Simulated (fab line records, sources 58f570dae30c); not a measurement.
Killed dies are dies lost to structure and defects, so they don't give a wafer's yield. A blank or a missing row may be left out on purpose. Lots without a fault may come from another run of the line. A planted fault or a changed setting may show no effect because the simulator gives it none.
Tool commonality check | flow berkeley_cmos170 | 15 lots, 45 wafers sampled

WHY IT WAS OPENED
At UCB170_SDANNEAL_RS_MEAS_03 the reading NSD_RS is flagged on 3 of 15 lots. Wafers without a fault read 37.26 ohm/sq, standard deviation 0.098.
Rule: a lot is flagged when every wafer of it that has a number lies more than 4 standard deviations from that mean, or none has a number. The other lots count as sound.

lot  | measured     | on            | NSD_RS (ohm/sq), wafer by wafer | flag
L589 | day 7 21:27  | film_metro-01 | 37.04 37.17 37.17               |
L592 | day 8 07:07  | film_metro-01 | 37.19 37.10 37.24               |
L591 | day 8 07:43  | film_metro-02 | 37.08 37.24 37.08               |
L593 | day 8 07:55  | film_metro-01 | 37.16 37.20 37.26               |
L597 | day 9 07:14  | film_metro-01 | 37.25 37.34 37.25               |
L595 | day 9 07:43  | film_metro-01 | 37.20 37.21 37.20               |
L594 | day 9 08:16  | film_metro-01 | 38.15 37.97 38.12               | FLAGGED
L598 | day 9 23:36  | film_metro-01 | 38.28 38.18 38.27               | FLAGGED
L603 | day 10 17:05 | film_metro-04 | 37.38 37.30 37.40               |
L599 | day 10 17:13 | film_metro-02 | 38.22 38.11 38.23               | FLAGGED
L602 | day 10 17:32 | film_metro-01 | 37.23 37.31 37.28               |
L601 | day 10 17:44 | film_metro-02 | 37.37 37.36 37.45               |
L605 | day 11 06:05 | film_metro-01 | 37.13 37.19 37.17               |
L607 | day 12 10:35 | film_metro-04 | 37.19 37.02 37.07               |
L610 | day 12 11:49 | film_metro-02 | 37.25 37.32 37.19               |
The numbers of the flagged lots are 38.17 ohm/sq on average: +0.91 ohm/sq against the usual, or +9 standard deviations.

WHICH TOOL RAN EACH LOT
The record holds 2 process steps before the reading, out of a route of 331 steps. In each cell: the tool, then ch and the chambers that the sampled wafers went through, then the start.
lot  | flag    | UCB170_NSD_IMPLANT_08           | UCB170_NSD_STRIP_09
L589 |         | implanter-01 ch 0, day 7 19:13  | plasma_asher-04 ch 0,1, day 7 19:20
L592 |         | implanter-01 ch 0, day 8 05:39  | plasma_asher-02 ch 0,1, day 8 05:47
L591 |         | implanter-03 ch 0, day 8 06:09  | plasma_asher-04 ch 0,1, day 8 06:18
L593 |         | implanter-01 ch 0, day 8 06:17  | plasma_asher-02 ch 0,1, day 8 06:25
L597 |         | implanter-03 ch 0, day 9 05:43  | plasma_asher-04 ch 0,1, day 9 05:52
L595 |         | implanter-04 ch 0, day 9 05:55  | plasma_asher-01 ch 0,1, day 9 06:04
L594 | FLAGGED | implanter-01 ch 0, day 9 06:28  | plasma_asher-04 ch 0,1, day 9 06:35
L598 | FLAGGED | implanter-01 ch 0, day 9 22:05  | plasma_asher-01 ch 0,1, day 9 22:13
L603 |         | implanter-03 ch 0, day 10 15:37 | plasma_asher-02 ch 1, day 10 15:46
L599 | FLAGGED | implanter-01 ch 0, day 10 15:46 | plasma_asher-01 ch 0,1, day 10 15:53
L602 |         | implanter-03 ch 0, day 10 15:55 | plasma_asher-04 ch 0,1, day 10 16:02
L601 |         | implanter-04 ch 0, day 10 16:08 | plasma_asher-01 ch 0,1, day 10 16:17
L605 |         | implanter-03 ch 0, day 11 04:26 | plasma_asher-01 ch 0,1, day 11 04:34
L607 |         | implanter-03 ch 0, day 12 09:07 | plasma_asher-04 ch 0,1, day 12 09:16
L610 |         | implanter-04 ch 0, day 12 10:08 | plasma_asher-02 ch 0,1, day 12 10:17
What these steps do:
- UCB170_NSD_IMPLANT_08
- UCB170_NSD_STRIP_09: strips in O2.
- UCB170_SDANNEAL_RS_MEAS_03: measures by four-point-probe.

FLAGGED OVER TOTAL, TOOL BY TOOL (the gauges that took the reading come last)
step                       | tool            | lots run | flagged | share of the flagged lots | sound lots run after its first flagged lot
UCB170_NSD_IMPLANT_08      | implanter-01    | 6        | 3       | all                       | 0
UCB170_NSD_IMPLANT_08      | implanter-03    | 6        | 0       | none                      | -
UCB170_NSD_IMPLANT_08      | implanter-04    | 3        | 0       | none                      | -
UCB170_NSD_STRIP_09        | plasma_asher-01 | 5        | 2       | some                      | 2 (L601,L605)
UCB170_NSD_STRIP_09        | plasma_asher-02 | 4        | 0       | none                      | -
UCB170_NSD_STRIP_09        | plasma_asher-04 | 6        | 1       | some                      | 2 (L602,L607)
UCB170_SDANNEAL_RS_MEAS_03 | film_metro-01   | 9        | 2       | some                      | 2 (L602,L605)
UCB170_SDANNEAL_RS_MEAS_03 | film_metro-02   | 4        | 1       | some                      | 2 (L601,L610)
UCB170_SDANNEAL_RS_MEAS_03 | film_metro-04   | 2        | 0       | none                      | -

WHAT THE TABLE ALLOWS
1 row of the table ran every flagged lot: implanter-01 at UCB170_NSD_IMPLANT_08.
- implanter-01 at UCB170_NSD_IMPLANT_08: 3 of its 6 lots flagged. Its last sound lot is L593 (day 8 06:17), its first flagged lot L594 (day 9 06:28): a fault that began between those two fits. Its own readings lie more than 4 standard deviations out on every wafer of the flagged lots: beam_energy_keV.
One tool is left: implanter-01 at UCB170_NSD_IMPLANT_08.

WHAT THE SIMULATOR HAD PUT IN
Process parameter drift: implanter-01, from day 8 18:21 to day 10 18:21, at UCB170_NSD_IMPLANT_08. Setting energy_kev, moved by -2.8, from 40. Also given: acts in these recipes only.
Lots struck among those shown: L594, L598, L599. The rule above found the same.
